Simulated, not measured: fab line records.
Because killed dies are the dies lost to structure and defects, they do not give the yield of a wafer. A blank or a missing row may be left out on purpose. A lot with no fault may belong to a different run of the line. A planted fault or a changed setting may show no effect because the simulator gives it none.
fab line records | flow rit-cmos
[record] lots = 14 wafers = 41 last-day = 7
route steps=202 shown M1@184
lots with no fault: from the same line, run without faults
start-h: hours from the record's opening day to when the first of the lot's shown wafers began | wait-h: hours since the lot's step before | " identical to the entry in the row above | L1.1+2: a single row standing in for several wafers | - either no value or no given start | * or withheld: withheld | < > ~ a bound
route shown NAME@n: a module of which the file shows steps, and the number in the route of the first | usual: the fault-free wafers' mean and standard deviation | same: alike in all rows | chamber/n: place in a boat | sites: each site's reading | _std_site: how widely they spread, as a standard deviation | _edge_site: mean of outer sites minus mean of inner sites | radius-mm: how far each site lies from the wafer's centre | mask NAME#n: copy n | behind: tool/chamber where the wafer was last shaped | hold: cause of the lot's hold/its duration in hours/its outcome | device: which transistor (n, p or np) failed to switch | end of line: the tests these same wafers got at the end of their route | where a step has no rows: the recipe by itself | killed: at the first sort, the dies lost to defects and structure; wafer yield is something else | map: per-die view of a wafer (x killed, . not killed, _ where there is no die)
set.NAME: the run value of the setting; set.NAME@STEP: its run value at that earlier step | model.NAME: the simulator's own value behind a step, which no gauge read
steps of the route over a sample of lots; a table a step, a row a wafer
services: the hour from which a tool's chamber was out of use, counted from the record's first day as start-h (under 0 if before that day), plus the number of hours and why
[[steps]]
[step RIT_M1_SPUTTER_00]
[recipe] material = Al target-thk-nm = 400 power-w = 2000 chamber-pressure-pa = 0.4 gas = Ar time-s = 500 substrate-temp-c = 25
[usual] cathode-dc-power-W = 2000.0/0.34 throttle-valve-pct = 29.4/0.87
// columns lot.wafer tool chamber start-h wait-h cathode-dc-power-W throttle-valve-pct
L885.1 pvd-sputter-01 - 57.57 0.0 1999.6 30.0
L885.2 " - " " 1999.6 28.4
L885.3 " - " " 1999.8 30.3
L886.1 pvd-sputter-02 - 68.18 0.0 1999.9 29.4
L886.4 " - " " 2000.0 29.7
L886.5 " - " " 1999.8 27.5
L887.2 pvd-sputter-01 - 71.74 0.0 2000.8 28.6
L887.4 " - " " 2000.5 29.7
L887.6 " - " " 2000.2 29.9
L888.2 pvd-sputter-02 - 74.67 0.0 1999.7 29.6
L888.3 " - " " 2000.5 29.5
L888.6 " - " " 1999.5 29.1
L889.2 pvd-sputter-01 - 81.52 0.0 1999.3 29.9
L889.3 " - " " 2000.0 28.4
L889.6 " - " " 2000.0 28.3
L891.1 pvd-sputter-01 - 90.36 0.0 2000.1 29.8
L891.3 " - " " 1999.9 28.6
L891.6 " - " " 1999.9 30.3
L894.3 pvd-sputter-01 - 102.29 0.0 1999.3 29.9
L894.4 " - " " 2000.4 30.0
L894.5 " - " " 1999.9 28.9
L895.1 pvd-sputter-01 - 110.92 0.0 2000.4 30.1
L895.2 " - " " 1999.9 29.9
L895.3 " - " " 2000.2 30.0
L897.2 pvd-sputter-01 - 119.74 0.0 2000.1 30.2
L897.3 " - " " 2000.2 30.1
L900.1 pvd-sputter-02 - 131.50 0.0 2000.7 29.6
L900.3 " - " " 2000.3 29.3
L900.4 " - " " 2000.0 27.3
L901.2 pvd-sputter-04 - 134.79 0.0 1999.9 30.9
L901.4 " - " " 2000.2 30.3
L901.5 " - " " 1999.9 30.2
L903.1 pvd-sputter-02 - 150.07 0.0 2000.5 29.2
L903.2 " - " " 2000.4 29.7
L903.5 " - " " 1999.9 29.6
L905.2 pvd-sputter-02 - 160.27 0.0 2000.1 29.7
L905.3 " - " " 1999.7 29.4
L905.5 " - " " 1999.4 27.4
L908.1 pvd-sputter-04 - 169.67 0.0 1999.8 30.2
L908.2 " - " " 1999.7 30.5
L908.4 " - " " 2000.0 29.6
[step RIT_M1_RS_MEAS_01]
[recipe] thk-meas-gauge = four-point-probe reads = Al_of_M1_SPUTTER_00
[usual] M1_AL_RS = 0.0736/0.00056
// columns lot.wafer tool chamber start-h wait-h hold M1_AL_RS[ohm/sq]
L885.1 film-metro-03 - 57.87 0.1 - 0.0736
L885.2 " - " " - 0.0737
L885.3 " - " " - 0.0742
L886.1 film-metro-01 - 68.48 0.1 - 0.0736
L886.4 " - " " - 0.0737
L886.5 " - " " - 0.0735
L887.2 film-metro-03 - 72.05 0.2 - 0.0740
L887.4 " - " " - 0.0737
L887.6 " - " " - 0.0736
L888.2 film-metro-02 - 74.98 0.2 - 0.0734
L888.3 " - " " - 0.0733
L888.6 " - " " - 0.0733
L889.2 film-metro-01 - 81.84 0.2 - 0.0733
L889.3 " - " " - 0.0738
L889.6 " - " " - 0.0740
L891.1 film-metro-03 - 90.65 0.1 - 0.0749
L891.3 " - " " - 0.0750
L891.6 " - " " - 0.0741
L894.3 film-metro-01 - 102.63 0.2 await-dispo/0.2h/release 0.1006
L894.4 " - " " await-dispo/0.2h/release 0.0737
L894.5 " - " " await-dispo/0.2h/release 0.0742
L894.3 film-metro-01 - 102.91 0.3 - 0.1006
L894.4 " - " " - 0.0738
L894.5 " - " " - 0.0741
L895.1 film-metro-02 - 111.21 0.1 await-dispo/0.2h/release 0.0738
L895.2 " - " " await-dispo/0.2h/release 0.0736
L895.3 " - " " await-dispo/0.2h/release 0.1020
L895.1 film-metro-02 - 111.50 0.3 - 0.0740
L895.2 " - " " - 0.0737
L895.3 " - " " - 0.1020
L897.2 film-metro-01 - 120.05 0.2 await-dispo/0.2h/release 0.1014
L897.3 " - " " await-dispo/0.2h/release 0.0735
L897.2 film-metro-01 - 120.34 0.3 - 0.1013
L897.3 " - " " - 0.0735
L900.1 film-metro-03 - 131.79 0.1 - 0.0740
L900.3 " - " " - 0.0728
L900.4 " - " " - 0.0725
L901.2 film-metro-03 - 135.10 0.2 - 0.0735
L901.4 " - " " - 0.0738
L901.5 " - " " - 0.0735
L903.1 film-metro-01 - 150.36 0.1 - 0.0741
L903.2 " - " " - 0.0733
L903.5 " - " " - 0.0738
L905.2 film-metro-02 - 160.59 0.2 - 0.0734
L905.3 " - " " - 0.0723
L905.5 " - " " - 0.0727
L908.1 film-metro-03 - 169.96 0.1 - 0.0741
L908.2 " - " " - 0.0737
L908.4 " - " " - 0.0741
[step RIT_M1_THK_MEAS_02]
[recipe] thk-meas-gauge = xrf reads = Al_of_M1_SPUTTER_00
[usual] M1_AL_THK = 409/4.1
// columns lot.wafer tool chamber start-h wait-h hold M1_AL_THK[nm]
L885.1 film-metro-03 - 57.99 0.1 - 407
L885.2 " - " " - 407
L885.3 " - " " - 405
L886.1 film-metro-01 - 68.60 0.1 - 409
L886.4 " - " " - 406
L886.5 " - " " - 411
L887.2 film-metro-03 - 72.16 0.1 - 403
L887.4 " - " " - 405
L887.6 " - " " - 409
L888.2 film-metro-02 - 75.09 0.1 - 414
L888.3 " - " " - 415
L888.6 " - " " - 415
L889.2 film-metro-01 - 81.95 0.1 - 409
L889.3 " - " " - 410
L889.6 " - " " - 409
L891.1 film-metro-03 - 90.77 0.1 - 400
L891.3 " - " " - 399
L891.6 " - " " - 402
L894.3 film-metro-01 - 105.14 2.2 await-dispo/0.2h/release 299
L894.4 " - " " await-dispo/0.2h/release 410
L894.5 " - " " await-dispo/0.2h/release 406
L894.3 film-metro-01 - 105.37 0.2 - 301
L894.4 " - " " - 408
L894.5 " - " " - 409
L895.1 film-metro-02 - 113.93 2.4 await-dispo/0.2h/release 411
L895.2 " - " " await-dispo/0.2h/release 410
L895.3 " - " " await-dispo/0.2h/release 300
L895.1 film-metro-02 - 114.15 0.2 - 413
L895.2 " - " " - 411
L895.3 " - " " - 299
L897.2 film-metro-01 - 127.83 7.5 await-dispo/0.2h/release 298
L897.3 " - " " await-dispo/0.2h/release 410
L897.2 film-metro-01 - 128.06 0.2 - 300
L897.3 " - " " - 411
L900.1 film-metro-03 - 131.91 0.1 - 406
L900.3 " - " " - 413
L900.4 " - " " - 414
L901.2 film-metro-03 - 135.21 0.1 - 411
L901.4 " - " " - 405
L901.5 " - " " - 409
L903.1 film-metro-01 - 150.48 0.1 - 412
L903.2 " - " " - 414
L903.5 " - " " - 411
L905.2 film-metro-02 - 160.70 0.1 - 410
L905.3 " - " " - 413
L905.5 " - " " - 412
L908.1 film-metro-03 - 170.08 0.1 - 400
L908.2 " - " " - 406
L908.4 " - " " - 402
[step RIT_M1_METAL_ETCH_12]
[recipe] stop-on = SiO2 chemistry = Cl2/BCl3 target = Al time-s = 165 over-etch-frac = 0.5 pressure-mtorr = 100 target-depth-a = 6000 rf-w = 250 Cl2_flow_sccm = 60 bcl3-flow-sccm = 50
[usual] chamber-pressure-mTorr = 100.00/0.087 drypump-motor-current-A = 5.9/0.54 oes-product-au = 0.779/0.016 throttle-valve-pct = 8.27/0.1
// columns lot.wafer tool chamber start-h wait-h chamber-pressure-mTorr drypump-motor-current-A oes-product-au rf-hours-counter-h throttle-valve-pct
L885.1 rie-metal-03 0 59.60 0.2 99.98 6.0 0.778 34 8.41
L885.2 " 1 " " 99.98 6.2 0.787 35 8.29
L885.3 " 1 " " 99.93 6.2 0.778 - 8.28
L886.1 rie-metal-02 0 70.08 0.2 100.09 6.3 0.795 1 8.13
L886.4 " 0 " " 99.91 6.3 0.794 - 8.11
L886.5 " 0 " " 100.18 6.3 0.803 - 8.11
L887.2 rie-metal-01 1 73.62 0.2 99.96 6.2 0.776 4 8.18
L887.4 " 0 " " 99.97 4.9 0.774 - 8.33
L887.6 " 1 " " 100.00 6.2 0.785 - 8.19
L888.2 rie-metal-03 0 76.72 0.2 100.07 6.0 0.773 34 8.41
L888.3 " 1 " " 99.90 6.2 0.781 - 8.27
L888.6 " 1 " " 100.09 6.2 0.787 - 8.30
L889.2 rie-metal-02 1 83.41 0.2 99.89 6.1 0.757 1 8.21
L889.3 " 0 " " 99.87 6.3 0.792 - 8.12
L889.6 " 0 " " 100.09 6.3 0.802 - 8.12
L891.1 rie-metal-03 0 92.12 0.2 99.99 6.0 0.766 34 8.40
L891.3 " 0 " " 100.05 6.0 0.757 - 8.41
L891.6 " 0 " " 100.03 6.0 0.766 - 8.41
L894.3 rie-metal-01 1 110.93 0.2 99.93 6.2 0.670 - 8.23
L894.4 " 0 " " 100.08 4.9 0.773 - 8.34
L894.5 " 1 " " 100.02 6.2 0.783 - 8.19
L895.1 rie-metal-02 1 119.23 0.2 100.02 6.1 0.754 1 8.21
L895.2 " 0 " " 99.95 6.4 0.799 1 8.13
L895.3 " 1 " " 100.04 6.1 0.637 - 8.24
L897.2 rie-metal-03 1 131.16 0.2 99.80 6.2 0.667 36 8.31
L897.3 " 0 " " 99.90 6.0 0.780 - 8.41
L900.1 rie-metal-03 1 133.42 0.2 99.98 6.2 0.780 36 8.29
L900.3 " 0 " " 99.95 6.0 0.781 - 8.41
L900.4 " 1 " " 99.91 6.2 0.787 - 8.29
L901.2 rie-metal-02 0 136.74 0.2 100.14 6.3 0.803 2 8.11
L901.4 " 0 " " 99.96 6.3 0.801 - 8.10
L901.5 " 0 " " 100.04 6.3 0.803 - 8.12
L903.1 rie-metal-02 1 152.01 0.2 99.95 6.2 0.740 1 8.20
L903.2 " 0 " " 100.02 6.3 0.799 2 8.11
L903.5 " 0 " " 99.78 6.3 0.800 - 8.13
L905.2 rie-metal-03 1 162.16 0.2 99.95 6.2 0.771 0 8.28
L905.3 " 0 " " 100.09 6.0 0.801 - 8.41
L905.5 " 0 " " 100.07 6.0 0.804 - 8.41
L908.1 rie-metal-03 1 171.43 0.2 100.10 6.2 0.778 0 8.30
L908.2 " 0 " " 99.89 6.0 0.788 0 8.39
L908.4 " 0 " " 99.97 6.0 0.782 - 8.42
[step RIT_M1_PROBE_99]
[usual] defect-limited-yield = 97.4/1.1 killed-at-contacts = 0.1/0.31 killed-at-front-end = 7/3 killed-dies = 7/3 killed-open = 3.2/1.9 killed-short = 3.6/2.2 sort_bin_3_pad_short = 0.1/0.24 sort_bin_5_function = 1.5/0.78 sort_bin_6_memory = 1.0/0.66 sort-n-pass = 257/3 sort-yield-pct = 97.4/1.1
[same] gross-dies = 264 killed_at_M0_to_M3 = 0 killed_at_M4_up = 0 killed-at-back-side = 0 killed-at-other = 0
// columns lot.wafer tool chamber start-h wait-h hold defect-limited-yield[%] killed-at-contacts killed-at-front-end killed-dies killed-open killed-short sort_bin_3_pad_short[%] sort_bin_5_function[%] sort_bin_6_memory[%] sort-n-pass sort-yield-pct[%]
L885.1 prober-02 - 61.86 0.1 - 97.3 0 7 7 5 2 0.4 0.8 1.5 257 97.3
L885.2 prober-02 - 61.91 0.1 - 95.8 0 11 11 5 6 0.4 1.9 1.9 253 95.8
L885.3 prober-02 - 61.96 0.2 - 98.1 0 5 5 2 3 0 1.1 0.8 259 98.1
L886.1 prober-01 - 72.33 0.1 - 96.2 0 10 10 1 8 0.4 1.5 1.9 254 96.2
L886.4 prober-01 - 72.48 0.2 - 98.1 0 5 5 3 1 0.4 1.1 0.4 259 98.1
L886.5 prober-01 - 72.53 0.2 - 97.7 0 6 6 4 1 0 1.9 0.4 258 97.7
L887.2 prober-02 - 75.93 0.1 - 97.7 0 6 6 2 4 0 1.9 0.4 258 97.7
L887.4 prober-02 - 76.03 0.2 - 95.8 1 10 11 6 5 0 1.9 2.3 253 95.8
L887.6 prober-02 - 76.13 0.2 - 97.7 0 6 6 4 2 0 1.1 1.1 258 97.7
L888.2 prober-01 - 79.02 0.1 - 97.0 0 8 8 6 2 0 1.1 1.9 256 97.0
L888.3 prober-01 - 79.07 0.2 - 95.5 0 12 12 7 5 0 2.7 1.9 252 95.5
L888.6 prober-01 - 79.22 0.2 - 96.6 0 9 9 2 7 0 1.9 1.5 255 96.6
L889.2 prober-02 - 85.71 0.1 - 97.0 0 8 8 1 5 0 1.1 1.9 256 97.0
L889.3 prober-02 - 85.76 0.2 - 95.5 0 12 12 6 4 0 2.7 1.9 252 95.5
L889.6 prober-02 - 85.91 0.2 - 98.5 0 4 4 1 3 0.4 0.4 0.8 260 98.5
L891.1 prober-02 - 94.39 0.1 - 97.3 0 7 7 3 4 0 2.3 0.4 257 97.3
L891.3 prober-02 - 94.49 0.2 - 96.2 0 10 10 5 5 0 2.3 1.5 254 96.2
L891.6 prober-02 - 94.64 0.2 - 94.3 0 15 15 10 5 0 3.4 2.3 249 94.3
L894.3 prober-02 - 119.85 6.5 await-dispo/6.3h/release 98.5 0 4 4 2 2 0 0 1.5 260 98.5
L894.4 prober-02 - 119.90 6.5 await-dispo/6.3h/release 98.1 0 5 5 3 2 0 1.5 0.4 259 98.1
L894.5 prober-02 - 119.95 6.5 await-dispo/6.3h/release 97.0 0 8 8 3 5 0 1.5 1.5 256 97.0
L895.1 prober-02 - 124.72 3.1 await-dispo/3.0h/release 98.1 0 5 5 2 3 0.4 1.1 0.4 259 98.1
L895.2 prober-02 - 124.77 3.1 await-dispo/3.0h/release 97.7 1 5 6 5 1 0 1.5 0.8 258 97.7
L895.3 prober-02 - 124.82 3.1 await-dispo/3.0h/release 98.9 0 3 3 1 2 0 1.1 0 261 98.9
L900.1 prober-01 - 135.84 0.1 - 96.6 0 9 9 5 3 0.4 2.3 0.8 255 96.6
L900.3 prober-01 - 135.94 0.2 - 98.9 0 3 3 2 1 0 0.4 0.8 261 98.9
L900.4 prober-01 - 135.99 0.2 - 98.5 0 4 4 2 2 0.4 1.1 0 260 98.5
L901.2 prober-02 - 139.04 0.1 - 96.2 1 9 10 2 8 0 1.9 1.9 254 96.2
L901.4 prober-02 - 139.14 0.2 - 96.2 0 10 10 7 3 0.4 1.9 1.5 254 96.2
L901.5 prober-02 - 139.19 0.2 - 95.5 0 12 12 4 8 0.8 1.9 1.9 252 95.5
L897.2 prober-02 - 139.49 5.7 await-dispo/5.6h/release 95.8 0 11 11 5 6 0 1.9 2.3 253 95.8
L897.3 prober-02 - 139.54 5.7 await-dispo/5.6h/release 96.2 0 10 10 4 6 0 2.3 1.5 254 96.2
L903.1 prober-02 - 154.26 0.1 - 97.0 0 8 8 5 3 0 2.7 0.4 256 97.0
L903.2 prober-02 - 154.31 0.1 - 95.1 0 13 13 9 4 0 3.0 1.9 251 95.1
L903.5 prober-02 - 154.46 0.2 - 97.0 0 8 8 3 5 0 1.1 1.9 256 97.0
L905.2 prober-02 - 164.46 0.1 - 98.9 0 3 3 2 1 0 0 1.1 261 98.9
L905.3 prober-02 - 164.51 0.2 - 98.1 0 5 5 3 2 0 1.5 0.4 259 98.1
L905.5 prober-02 - 164.61 0.2 - 98.5 0 4 4 2 2 0 0.4 1.1 260 98.5
L908.1 prober-01 - 174.22 0.1 - 97.0 0 8 8 5 3 0 2.3 0.8 256 97.0
L908.2 prober-01 - 174.27 0.1 - 98.5 0 4 4 2 2 0 0 1.5 260 98.5
L908.4 prober-01 - 174.37 0.2 - 98.9 0 3 3 2 1 0 0.8 0.4 261 98.9
// killed by level:class
L885.1 REOX:geometric-particle:open=2 REOX:geometric-particle:short=2 GATE:geometric-particle:open=1 SPACER:geometric-particle:open=1 SILICIDE:geometric-particle:open=1
L885.2 GATE:geometric-particle:short=2 REOX:geometric-particle:short=2 SPACER:geometric-particle:short=2 FOX1:geometric-particle:open=1 GATE:geometric-particle:open=1 REOX:geometric-particle:open=1 SPACER:geometric-particle:open=1 SILICIDE:geometric-particle:open=1
L885.3 FOX1:geometric-particle:short=2 GATE:geometric-particle:open=1 REOX:geometric-particle:short=1 SPACER:geometric-particle:open=1
L886.1 SILICIDE:geometric-particle:short=4 GATE:geometric-particle:short=3 SPACER:geometric-particle:short=1 SILICIDE:geometric-particle:open=1 PWELL:coat-microbubble-printed=1
L886.4 REOX:geometric-particle:open=1 SPACER:geometric-particle:open=1 SILICIDE:geometric-particle:open=1 SILICIDE:geometric-particle:short=1 PSD:coat-microbubble-printed=1
L886.5 SPACER:geometric-particle:open=2 GATE:geometric-particle:open=1 GATE:geometric-particle:short=1 REOX:geometric-particle:open=1 PSD:coat-microbubble-printed=1
L887.2 GATE:geometric-particle:short=2 FOX1:geometric-particle:open=1 FOX1:geometric-particle:short=1 SPACER:geometric-particle:short=1 SPACER:geometric-particle:open=1
L887.4 FOX2:geometric-particle:short=2 GATE:geometric-particle:short=2 REOX:geometric-particle:open=2 SPACER:geometric-particle:open=2 FOX2:geometric-particle:open=1 GATE:geometric-particle:open=1 CONTACT:geometric-particle:short=1
L887.6 SPACER:geometric-particle:open=2 FOX2:geometric-particle:open=1 GATE:geometric-particle:open=1 GATE:geometric-particle:short=1 SPACER:geometric-particle:short=1
L888.2 GATE:geometric-particle:open=2 GATE:geometric-particle:short=2 SILICIDE:geometric-particle:open=2 FOX2:geometric-particle:open=1 SPACER:geometric-particle:open=1
L888.3 GATE:geometric-particle:short=2 REOX:geometric-particle:open=2 SPACER:geometric-particle:open=2 SPACER:geometric-particle:short=2 SILICIDE:geometric-particle:open=2 GATE:geometric-particle:open=1 REOX:geometric-particle:short=1
L888.6 GATE:geometric-particle:short=5 ACTIVE:geometric-particle:short=1 FOX1:geometric-particle:open=1 SILICIDE:geometric-particle:short=1 SILICIDE:geometric-particle:open=1
L889.2 GATE:geometric-particle:short=2 NWELL:coat-microbubble-printed=2 FOX1:geometric-particle:short=1 FOX2:geometric-particle:short=1 GATE:geometric-particle:open=1 SPACER:geometric-particle:short=1
L889.3 FOX2:geometric-particle:short=2 GATE:geometric-particle:open=2 NWELL:coat-microbubble-printed=2 FOX2:geometric-particle:open=1 GATE:geometric-particle:short=1 REOX:geometric-particle:open=1 SPACER:geometric-particle:short=1 SPACER:geometric-particle:open=1
L889.6 FOX2:geometric-particle:short=1 REOX:geometric-particle:open=1 SPACER:geometric-particle:short=1 SILICIDE:geometric-particle:short=1
L891.1 FOX2:geometric-particle:short=1 FOX2:geometric-particle:open=1 GATE:geometric-particle:short=1 GATE:geometric-particle:open=1 REOX:geometric-particle:short=1 SPACER:geometric-particle:open=1 SILICIDE:geometric-particle:short=1
L891.3 GATE:geometric-particle:short=2 GATE:geometric-particle:open=2 REOX:geometric-particle:short=2 SPACER:geometric-particle:open=2 REOX:geometric-particle:open=1 SPACER:geometric-particle:short=1
L891.6 GATE:geometric-particle:open=6 FOX2:geometric-particle:short=2 REOX:geometric-particle:open=2 FOX1:geometric-particle:short=1 FOX1:geometric-particle:open=1 GATE:geometric-particle:short=1 SPACER:geometric-particle:short=1 SPACER:geometric-particle:open=1
L894.3 GATE:geometric-particle:short=2 FOX2:geometric-particle:open=1 SPACER:geometric-particle:open=1
L894.4 FOX2:geometric-particle:short=1 GATE:geometric-particle:open=1 GATE:geometric-particle:short=1 REOX:geometric-particle:open=1 SILICIDE:geometric-particle:open=1
L894.5 GATE:geometric-particle:open=3 GATE:geometric-particle:short=3 REOX:geometric-particle:short=1 SILICIDE:geometric-particle:short=1
L895.1 FOX2:geometric-particle:short=3 FOX2:geometric-particle:open=1 GATE:geometric-particle:open=1
L895.2 FOX1:geometric-particle:open=3 GATE:geometric-particle:open=1 SPACER:geometric-particle:short=1 CONTACT:geometric-particle:open=1
L895.3 GATE:geometric-particle:open=1 GATE:geometric-particle:short=1 SPACER:geometric-particle:short=1
L900.1 FOX1:geometric-particle:short=3 REOX:geometric-particle:open=2 SILICIDE:geometric-particle:open=2 GATE:geometric-particle:open=1 NRETRO:coat-microbubble-printed=1
L900.3 GATE:geometric-particle:open=1 REOX:geometric-particle:short=1 SPACER:geometric-particle:open=1
L900.4 REOX:geometric-particle:short=2 FOX2:geometric-particle:open=1 REOX:geometric-particle:open=1
L901.2 GATE:geometric-particle:short=3 FOX1:geometric-particle:short=2 FOX2:geometric-particle:short=1 REOX:geometric-particle:open=1 SPACER:geometric-particle:open=1 SILICIDE:geometric-particle:short=1 CONTACT:geometric-particle:short=1
L901.4 GATE:geometric-particle:open=2 GATE:geometric-particle:short=2 SPACER:geometric-particle:open=2 SILICIDE:geometric-particle:open=2 FOX1:geometric-particle:open=1 SILICIDE:geometric-particle:short=1
L901.5 GATE:geometric-particle:short=5 FOX1:geometric-particle:short=2 GATE:geometric-particle:open=2 REOX:geometric-particle:open=1 SPACER:geometric-particle:short=1 SILICIDE:geometric-particle:open=1
L897.2 FOX2:geometric-particle:open=2 FOX2:geometric-particle:short=2 GATE:geometric-particle:short=2 FOX1:geometric-particle:open=1 GATE:geometric-particle:open=1 REOX:geometric-particle:short=1 REOX:geometric-particle:open=1 SILICIDE:geometric-particle:short=1
L897.3 GATE:geometric-particle:short=3 FOX2:geometric-particle:open=2 FOX2:geometric-particle:short=1 GATE:geometric-particle:open=1 REOX:geometric-particle:open=1 SPACER:geometric-particle:short=1 SILICIDE:geometric-particle:short=1
L903.1 FOX1:geometric-particle:open=4 FOX1:geometric-particle:short=1 FOX2:geometric-particle:short=1 GATE:geometric-particle:open=1 SPACER:geometric-particle:short=1
L903.2 GATE:geometric-particle:open=6 FOX2:geometric-particle:short=2 GATE:geometric-particle:short=2 REOX:geometric-particle:open=2 FOX1:geometric-particle:open=1
L903.5 GATE:geometric-particle:short=4 FOX2:geometric-particle:open=1 GATE:geometric-particle:open=1 SPACER:geometric-particle:open=1 SPACER:geometric-particle:short=1
L905.2 GATE:geometric-particle:open=1 REOX:geometric-particle:short=1 REOX:geometric-particle:open=1
L905.3 FOX1:geometric-particle:open=1 FOX2:geometric-particle:short=1 REOX:geometric-particle:short=1 SPACER:geometric-particle:open=1 SILICIDE:geometric-particle:open=1
L905.5 GATE:geometric-particle:open=1 GATE:geometric-particle:short=1 REOX:geometric-particle:short=1 REOX:geometric-particle:open=1
L908.1 GATE:geometric-particle:short=2 GATE:geometric-particle:open=2 FOX1:geometric-particle:open=1 FOX2:geometric-particle:open=1 REOX:geometric-particle:short=1 REOX:geometric-particle:open=1
L908.2 FOX1:geometric-particle:short=1 GATE:geometric-particle:open=1 REOX:geometric-particle:short=1 SPACER:geometric-particle:open=1
L908.4 REOX:geometric-particle:open=1 REOX:geometric-particle:short=1 SPACER:geometric-particle:open=1
[[services]]
// columns tool chamber start-h hours kind
rie-metal-02 - 53.05 2.8 pm
pvd-sputter-04 - 58.31 7.3 repair
rie-metal-02 1 84.95 27.4 repair
pvd-sputter-04 - 106.93 5.1 repair
rie-metal-01 1 113.16 18.3 repair
rie-metal-03 - 115.71 0.7 repair
rie-metal-03 - 136.12 20.0 pm
rie-metal-03 0 136.12 20.0 vent-cycle
rie-metal-03 1 136.12 20.0 vent-cycle
pvd-sputter-04 - 143.46 11.7 repair
rie-metal-03 0 156.12 - clean
rie-metal-03 1 156.12 - clean
[[key]]
[first-sign] step = RIT_M1_RS_MEAS_01 reading = visit direction = added
[effect] step = RIT_M1_RS_MEAS_01 reading = M1_AL_RS direction = up sigmas = 50 usual = 0.0736 struck = 0.1013
[effect] step = RIT_M1_THK_MEAS_02 reading = visit direction = added
[effect] step = RIT_M1_THK_MEAS_02 reading = M1_AL_THK direction = down sigmas = 27 usual = 409 struck = 299
[effect] step = RIT_M1_METAL_ETCH_12 reading = oes-product-au direction = down sigmas = 7.4 usual = 0.779 struck = 0.658
met-at RIT_M1_SPUTTER_00
struck-lots L894,L895,L897
struck-wafers L894.3,L895.3,L897.2
onset-between 90.36 102.29
[fault] kind = process-parameter-drift tool = pvd-sputter-01 chamber = - onset-h = 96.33 steps = RIT_M1_SPUTTER_00 channel = target-thk-nm offset = -108.61 shape = step end-h = 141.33 stated = 400 scope = struck-wafers-only
